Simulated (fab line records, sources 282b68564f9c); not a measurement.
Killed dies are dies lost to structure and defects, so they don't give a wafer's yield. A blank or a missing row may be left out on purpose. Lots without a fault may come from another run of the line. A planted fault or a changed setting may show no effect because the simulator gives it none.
Which tool did it? | flow rit_cmos | 6 lots, 18 wafers sampled, at 2 steps of a route of 202

WHAT THE GAUGES READ, wafer by wafer
RIT_M1_RS_MEAS_01: measures by four-point-probe.
lot  | measured    | on            | M1_AL_RS (ohm/sq)
L863 | day 3 13:28 | film_metro-02 | 0.0759 0.0754 0.0749
L867 | day 4 09:17 | film_metro-04 | 0.0748 0.0746 0.0752
L873 | day 5 18:40 | film_metro-04 | 0.0750 0.0700 0.0745
L875 | day 6 05:11 | film_metro-04 | 0.0766 0.0769 0.0765
L879 | day 7 01:46 | film_metro-03 | 0.0751 0.0754 0.0752
L882 | day 7 14:28 | film_metro-02 | 0.0748 0.0738 0.0746

WHICH TOOL RAN EACH LOT (tool, then ch and the chambers of the sampled wafers, then the start)
lot  | RIT_M1_SPUTTER_00
L863 | pvd_sputter-01, day 3 13:08
L867 | pvd_sputter-01, day 4 08:59
L873 | pvd_sputter-03, day 5 18:21
L875 | pvd_sputter-04, day 6 04:53
L879 | pvd_sputter-01, day 7 01:26
L882 | pvd_sputter-04, day 7 14:09
- RIT_M1_SPUTTER_00: material Al, target thk 400 nm, time 500 s.

THE ANSWER, worked out from the rows above alone
Rule: what is usual is taken from the lots themselves. Put in order of their means at a reading, lots are off if they are a third of the lots or fewer, leave a main group of 4 or more, and stand apart from it by a gap of 3 or more times the standard deviation of the main group's means; of several such gaps the widest counts. A main group whose means are all the same, to the digits that the tables above print for the reading, isn't used. A lot without any number at a reading at which 4 lots or more have one is off too. The other lots that the step has rows for count as sound.
No lot is off at any reading shown: from this, nothing can be told.

WHAT THE SIMULATOR HAD PUT IN
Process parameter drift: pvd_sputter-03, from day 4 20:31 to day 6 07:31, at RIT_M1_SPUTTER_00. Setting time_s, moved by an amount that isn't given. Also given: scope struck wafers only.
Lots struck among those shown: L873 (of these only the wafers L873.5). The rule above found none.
